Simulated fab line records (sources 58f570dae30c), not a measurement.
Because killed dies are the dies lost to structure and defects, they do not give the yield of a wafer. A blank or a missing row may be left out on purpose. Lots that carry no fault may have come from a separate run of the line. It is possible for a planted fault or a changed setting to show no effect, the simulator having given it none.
fab line records	flow berkeley_cmos170
record lots=14	wafers=42	last_day=11
route steps=331 shown ZERO@12 NWELL@26 FIELD@94
lots that met no fault: taken from a fault-free run of the same line
start_h: the number of hours between the record's first day and the start of the first shown wafer of the lot	wait_h: time in hours since the lot's previous step	" identical to the entry in the row above	L1.1+2: a single row standing in for several wafers	- no value present, or no start provided	* or withheld: withheld	< > ~ a bound
route shown NAME@n: a module of which the file shows steps, and the number in the route of the first	usual: mean/standard deviation taken from wafers without a fault	same: alike in all rows	chamber/n: place in a boat	sites: readings site by site	_std_site: standard deviation across them	_edge_site: the outer-site mean with the inner-site mean subtracted	radius_mm: how far each site lies from the wafer's centre	mask NAME#n: copy n	behind: the last tool/chamber to shape the wafer	hold: cause of the lot's hold/its duration in hours/its outcome	device: the n, p or np transistor that did not switch	end of line: tests of these same wafers at the route's end	a step given without rows: its recipe and nothing more	killed: at the first sort, the dies lost to defects and structure; wafer yield is something else	map: per-die view of a wafer (x killed, . not killed, _ where there is no die)
set.NAME: setting as actually run; set.NAME@STEP: the setting as run at that earlier step	model.NAME: the simulator's own value behind a step, which no gauge read
the route's steps for a sample of lots (tables are steps, rows are wafers)
services: from which hour (start_h, from the record's first day; less than 0 if before it) a tool's chamber was out of use, for how many hours, and why
## steps
# step UCB170_ZERO_ETCH_06
# recipe chemistry=CHF3/CF4/Ar	target=SiO2	time_s=12	pressure_mtorr=100	rf_w=500	CHF3_flow_sccm=50	cf4_flow_sccm=10	Ar_flow_sccm=120	over_etch_frac=1.58
# usual CHF3_flow_sccm=49.99/0.15	cf4_flow_sccm=10.00/0.032	drypump_motor_current_A=5.8/0.41	oes_product_au=0.615/0.012	throttle_valve_pct=9.32/0.16
lot.wafer	tool	chamber	start_h	wait_h	CHF3_flow_sccm	cf4_flow_sccm	drypump_motor_current_A	oes_product_au	rf_hours_counter_h	throttle_valve_pct
L353.2	rie_diel-02	0	23.51	-	49.94	10.07	6.6	0.605	3	9.25
L353.4	"	3	"	"	49.87	10.02	5.5	0.613	37	9.23
L353.5	"	1	"	"	50.18	10.01	6.0	0.612	-	9.42
L354.1	rie_diel-02	2	29.57	-	50.02	10.01	5.6	0.610	23	9.50
L354.2	"	3	"	"	49.81	9.96	5.5	0.620	37	9.25
L354.4	"	1	"	"	49.89	9.98	5.9	0.603	153	9.42
L356.1	rie_diel-01	3	37.52	-	50.07	10.03	5.1	0.623	2	9.58
L356.2	"	2	"	"	49.92	10.07	6.0	0.620	32	9.28
L356.6	"	3	"	"	50.14	10.00	5.1	0.622	-	9.58
L358.1	rie_diel-02	0	48.40	-	49.99	9.98	6.6	0.613	4	9.24
L358.4	"	3	"	"	49.92	10.04	5.5	0.618	39	9.24
L358.6	"	1	"	"	49.83	10.08	5.9	0.597	-	9.41
L360.1	rie_diel-03	2	58.58	-	49.92	10.00	5.7	0.599	12	9.10
L360.3	"	0	"	"	50.02	10.01	5.9	0.627	108	9.27
L360.5	"	1	"	"	50.24	9.97	6.0	0.636	-	9.34
L363.2	rie_diel-01	3	71.94	-	49.54	9.99	5.1	0.621	4	9.59
L363.4	"	0	"	"	49.61	10.04	5.1	0.613	133	9.47
L363.5	"	3	"	"	50.11	10.00	5.1	0.624	-	9.59
L364.1	rie_diel-01	3	82.97	-	49.85	9.96	5.1	0.619	4	9.59
L364.4	"	0	"	"	50.17	10.04	5.1	0.619	134	9.49
L364.5	"	2	"	"	50.09	10.08	5.9	0.623	-	9.28
L365.2	rie_diel-02	3	86.24	-	49.88	10.03	5.6	0.618	41	9.24
L365.5	"	2	"	"	50.00	9.95	5.6	0.609	-	9.49
L365.6	"	3	"	"	49.87	10.04	5.5	0.615	-	9.23
L366.1	rie_diel-03	3	88.63	-	49.89	9.96	6.2	0.638	14	9.31
L366.4	"	0	"	"	49.85	10.02	6.0	0.635	109	9.26
L366.5	"	3	"	"	49.97	10.00	6.2	0.638	-	9.30
L367.1	rie_diel-03	2	92.85	-	49.95	9.98	5.7	0.601	14	9.10
L367.3	"	0	"	"	49.90	9.96	6.0	0.633	109	9.28
L367.4	"	3	"	"	49.84	9.99	6.2	0.630	14	9.30
L369.1	rie_diel-01	3	104.55	-	49.93	10.02	5.1	0.621	5	9.56
L369.2	"	0	"	"	50.10	9.97	5.0	0.618	134	9.48
L369.6	"	2	"	"	49.89	10.01	5.9	0.611	-	9.26
L370.2	rie_diel-01	1	113.49	-	49.95	9.95	5.7	0.605	153	8.96
L370.4	"	3	"	"	50.49	9.98	5.1	0.622	5	9.60
L370.6	"	2	"	"	49.92	10.01	5.9	0.615	-	9.26
L372.2	rie_diel-01	0	121.18	-	49.94	10.00	5.1	0.616	135	9.48
L372.4	"	3	"	"	49.86	9.98	5.1	0.620	6	9.59
L372.5	"	1	"	"	49.92	9.96	5.7	0.608	-	8.96
L373.1	rie_diel-02	3	129.74	-	50.12	10.00	5.5	0.621	43	9.26
L373.4	"	2	"	"	50.07	9.99	5.6	0.617	27	9.49
L373.5	"	2	"	"	50.03	10.01	5.6	0.605	-	9.50
# step UCB170_NWELL_OVL_MEAS_12
# usual NWELL_OVL=4/5.7
lot.wafer	tool	chamber	start_h	wait_h	NWELL_OVL[nm]
L353.2	overlay-01	-	35.51	-	12
L353.4	"	-	"	"	12
L353.5	"	-	"	"	4
L354.1	overlay-01	-	38.52	-	1
L354.2	"	-	"	"	-8
L354.4	"	-	"	"	-2
L356.1	overlay-02	-	47.95	-	-3
L356.2	"	-	"	"	6
L356.6	"	-	"	"	1
L358.1	overlay-02	-	58.76	-	1
L358.4	"	-	"	"	-1
L358.6	"	-	"	"	1
L360.1	overlay-01	-	69.32	-	2
L360.3	"	-	"	"	4
L360.5	"	-	"	"	6
L363.2	overlay-01	-	85.97	-	8
L363.4	"	-	"	"	6
L363.5	"	-	"	"	5
L364.1	overlay-01	-	91.58	-	-4
L364.4	"	-	"	"	2
L364.5	"	-	"	"	0
L365.2	overlay-01	-	97.63	-	4
L365.5	"	-	"	"	11
L365.6	"	-	"	"	2
L366.1	overlay-01	-	97.74	-	10
L366.4	"	-	"	"	12
L366.5	"	-	"	"	9
L367.1	overlay-02	-	102.99	-	15
L367.3	"	-	"	"	9
L367.4	"	-	"	"	2
L369.1	overlay-02	-	117.62	-	1
L369.2	"	-	"	"	14
L369.6	"	-	"	"	10
L370.2	overlay-02	-	129.50	-	-10
L370.4	"	-	"	"	-5
L370.6	"	-	"	"	-5
L372.2	overlay-02	-	140.37	-	0
L372.4	"	-	"	"	-7
L372.5	"	-	"	"	3
L373.1	overlay-02	-	144.39	-	9
L373.4	"	-	"	"	0
L373.5	"	-	"	"	11
# step UCB170_NWELL_TW_MEAS_16
# usual NWELL_TW=1259/9
lot.wafer	tool	chamber	start_h	wait_h	NWELL_TW
L353.2	film_metro-03	-	35.90	0.1	1252
L353.4	"	-	"	"	1260
L353.5	"	-	"	"	1264
L354.1	film_metro-02	-	38.91	0.1	1271
L354.2	"	-	"	"	1269
L354.4	"	-	"	"	1272
L356.1	film_metro-04	-	48.33	0.1	1253
L356.2	"	-	"	"	1254
L356.6	"	-	"	"	1254
L358.1	film_metro-04	-	59.15	0.1	1248
L358.4	"	-	"	"	1249
L358.6	"	-	"	"	1252
L360.1	film_metro-03	-	69.70	0.1	1259
L360.3	"	-	"	"	1257
L360.5	"	-	"	"	1260
L363.2	film_metro-04	-	86.36	0.1	1243
L363.4	"	-	"	"	1241
L363.5	"	-	"	"	1249
L364.1	film_metro-04	-	91.97	0.1	1241
L364.4	"	-	"	"	1247
L364.5	"	-	"	"	1249
L365.2	film_metro-03	-	98.22	0.1	1275
L365.5	"	-	"	"	1271
L365.6	"	-	"	"	1273
L366.1	film_metro-04	-	98.36	0.1	1241
L366.4	"	-	"	"	1250
L366.5	"	-	"	"	1247
L367.1	film_metro-02	-	103.38	0.1	1262
L367.3	"	-	"	"	1255
L367.4	"	-	"	"	1261
L369.1	film_metro-02	-	118.01	0.1	1256
L369.2	"	-	"	"	1253
L369.6	"	-	"	"	1261
L370.2	film_metro-03	-	129.89	0.1	1265
L370.4	"	-	"	"	1267
L370.6	"	-	"	"	1260
L372.2	film_metro-03	-	140.76	0.1	1260
L372.4	"	-	"	"	1264
L372.5	"	-	"	"	1263
L373.1	film_metro-03	-	144.78	0.1	1263
L373.4	"	-	"	"	1261
L373.5	"	-	"	"	1264
# step UCB170_FIELD_WET_ETCH_05
# recipe chemistry=H3PO4	target=Si3N4	temp_c=160	time_s=12600
# usual bath_guard_temp_C=159.9/0.58	bath_heat_duty_pct=27.4/2.8
lot.wafer	tool	chamber	start_h	wait_h	bath_guard_temp_C	bath_heat_duty_pct
L354.1	wet_bench-03	2	99.35	0.0	160.5	28.5
L354.2	"	2	"	"	159.8	27.2
L354.4	"	2	"	"	159.8	25.6
L353.2	wet_bench-02	1	102.03	0.0	160.9	24.1
L353.4	"	1	"	"	160.6	23.7
L353.5	"	1	"	"	161.0	24.0
L356.1	wet_bench-03	2	105.75	0.0	159.8	28.1
L356.2	"	2	"	"	160.1	28.9
L356.6	"	2	"	"	159.5	28.1
L358.1	wet_bench-03	3	113.40	0.0	160.1	30.8
L358.4	"	3	"	"	160.4	32.8
L358.6	"	3	"	"	160.4	34.7
L360.1	wet_bench-04	3	128.96	0.0	159.3	26.4
L360.3	"	3	"	"	159.7	25.8
L360.5	"	3	"	"	159.5	25.5
L363.2	wet_bench-03	2	145.69	0.1	160.2	26.3
L363.4	"	2	"	"	159.8	27.6
L363.5	"	2	"	"	160.0	28.3
L364.1	wet_bench-02	3	155.96	0.0	160.8	23.3
L364.4	"	3	"	"	160.4	23.0
L364.5	"	3	"	"	160.5	23.0
L365.2	wet_bench-03	0	159.10	0.0	159.6	26.6
L365.5	"	0	"	"	159.2	27.7
L365.6	"	0	"	"	159.5	27.6
L366.1	wet_bench-03	0	159.10	0.0	159.0	28.4
L366.4	"	0	"	"	159.4	30.6
L366.5	"	0	"	"	159.4	27.3
L367.1	wet_bench-03	2	159.10	0.0	160.0	27.8
L367.3	"	2	"	"	160.0	29.6
L367.4	"	2	"	"	159.9	27.0
L369.1	wet_bench-04	1	178.00	0.0	-	-
L369.2	"	1	"	"	-	-
L369.6	"	1	"	"	-	-
L370.2	wet_bench-03	2	189.29	0.0	-	-
L370.4	"	2	"	"	-	-
L370.6	"	2	"	"	-	-
L373.1	wet_bench-04	1	203.25	0.0	159.2	28.7
L373.4	"	1	"	"	159.4	26.3
L373.5	"	1	"	"	159.6	27.4
L372.2	wet_bench-03	3	203.25	0.0	160.4	34.2
L372.4	"	3	"	"	159.9	33.7
L372.5	"	3	"	"	160.2	32.2
## services
tool	chamber	start_h	hours	kind
rie_diel-03	-	19.80	14.6	pm
rie_diel-01	2	52.29	8.7	repair
rie_diel-01	0	69.72	2.2	repair
rie_diel-03	0	71.74	3.8	repair
rie_diel-03	3	103.48	9.1	repair
rie_diel-03	-	108.58	15.6	pm
rie_diel-01	0	133.49	3.4	repair
rie_diel-01	1	146.03	-	clean
rie_diel-02	1	152.47	11.8	repair
rie_diel-02	1	164.28	-	clean
rie_diel-02	1	164.28	16.7	scheduled_down
rie_diel-02	1	164.28	16.7	vent_cycle
rie_diel-03	1	183.67	11.2	repair
rie_diel-03	0	188.76	38.8	repair
rie_diel-02	-	189.39	14.6	pm
## key
first_sign step=UCB170_FIELD_WET_ETCH_05	reading=tool_record	direction=missing
effect none on later readings
met_at UCB170_FIELD_WET_ETCH_05
struck_lots L369,L370
later_rows_left_out L369.1,L369.2,L369.6,L370.2,L370.4,L370.6
sort_left_out L369.1,L369.2,L369.6,L370.2,L370.4,L370.6
tester_left_out L369,L370
not_acting_at UCB170_ZERO_ETCH_06,UCB170_NWELL_OVL_MEAS_12,UCB170_NWELL_TW_MEAS_16
onset_between 159.10 178.00
fault kind=skipped_step_whole	tool=wet_bench-03,wet_bench-04	chamber=-	onset_h=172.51	steps=UCB170_FIELD_WET_ETCH_05	scope=struck_lots_only
# tester_left_out: of these lots the tester's yield and bins aren't shown, on N5 and GAA mostly nor the transistor test; their killed dies are dies lost to structure and defects alone, not to doping, threshold or leakage, so they don't give the yield
# sort_left_out: the simulated sort isn't trusted on such a fault, so these wafers' sort isn't shown, and their yield isn't known
# later_rows_left_out: the simulator's readings of these wafers behind a module that went badly wrong aren't trusted and aren't shown, but for the sort
